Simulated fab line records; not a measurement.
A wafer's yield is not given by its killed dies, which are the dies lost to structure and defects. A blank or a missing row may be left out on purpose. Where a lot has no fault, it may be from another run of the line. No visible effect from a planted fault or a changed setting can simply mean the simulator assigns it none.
Which tool is to blame? ; flow berkeley cmos170 ; 14 lots, 42 wafers sampled, at 1 step of a route of 331

== WHAT THE GAUGES READ, wafer by wafer ==
Not one reading of a measure or inspect step in the record can be checked against a usual standard deviation.

== WHAT TOOL EACH LOT RAN ON (gives the tool, then ch and the chambers of the sampled wafers, and finally the start) ==
lot;UCB170_CONTACT_PEB_13
L163;litho track-03 ch 0, day 8 13:16
L161;litho track-03 ch 0, day 8 14:46
L162;litho track-03 ch 0, day 8 15:01
L165;litho track-04 ch 0, day 8 19:01
L166;litho track-04 ch 0, day 9 13:55
L169;litho track-01, day 9 19:57
L173;litho track-04, day 10 03:41
L176;litho track-04 ch 0, day 11 03:37
L175;litho track-03 ch 0, day 11 06:50
L181;litho track-04 ch 0, day 12 07:21
L183;litho track-04 ch 0, day 12 07:35
L182;litho track-01 ch 0, day 12 11:48
L184;litho track-04 ch 0, day 12 12:28
L180;litho track-01 ch 0, day 12 13:46
- UCB170_CONTACT_PEB_13

== AS READ BY THE TOOLS THEMSELVES (means over the sampled wafers that have a number; for cases with no such wafer, the mark the record gives instead) ==
UCB170_CONTACT_PEB_13.
lot;tool;chill plate temp C (C);exhaust pa (Pa);heater power total W (W)
L163;litho track-03;23.05;45.2;56.82
L161;litho track-03;23.02;45.3;56.80
L162;litho track-03;23.08;44.5;56.77
L165;litho track-04;23.07;45.3;56.79
L166;litho track-04;22.89;44.0;56.80
L169;litho track-01;-;-;-
L173;litho track-04;-;-;-
L176;litho track-04;22.97;44.5;56.78
L175;litho track-03;22.93;45.5;56.79
L181;litho track-04;22.98;45.6;56.79
L183;litho track-04;23.06;45.5;56.82
L182;litho track-01;22.96;44.9;56.83
L184;litho track-04;23.02;44.6;56.77
L180;litho track-01;22.94;44.3;56.81

== THE ANSWER, worked out from the rows above alone ==
Rule: the lots themselves supply what counts as usual. Put in order of their means at a reading, lots are off if they are a third of the lots or fewer, leave a main group of 4 or more, and stand apart from it by a gap of 3 or more times the standard deviation of the main group's means; of several such gaps the widest counts. A main group is skipped when, at the precision printed for the reading in the tables above, its means are all equal. Also off: a lot with no number at a reading for which 4 or more lots have one. All remaining lots with rows at the step are treated as sound. Order of review: gauges by route order, followed by the tools' own readings, for which a lot's mean as printed above is used. The first step at which some lot is off is used, and at that step the reading that is off furthest; a lot without a number counts as furthest.
Off, at UCB170_CONTACT_PEB_13 on chill plate temp C: L169, L173. Without a number there: L169, L173. For the main group the mean is 23.00 C and the standard deviation 0.059.
A tool fits if, at that step or a process step before it, it ran every lot that is off, and no sound lot after the first of them. Not one of the candidates tried fits.

== WHAT THE SIMULATOR HAD PUT IN ==
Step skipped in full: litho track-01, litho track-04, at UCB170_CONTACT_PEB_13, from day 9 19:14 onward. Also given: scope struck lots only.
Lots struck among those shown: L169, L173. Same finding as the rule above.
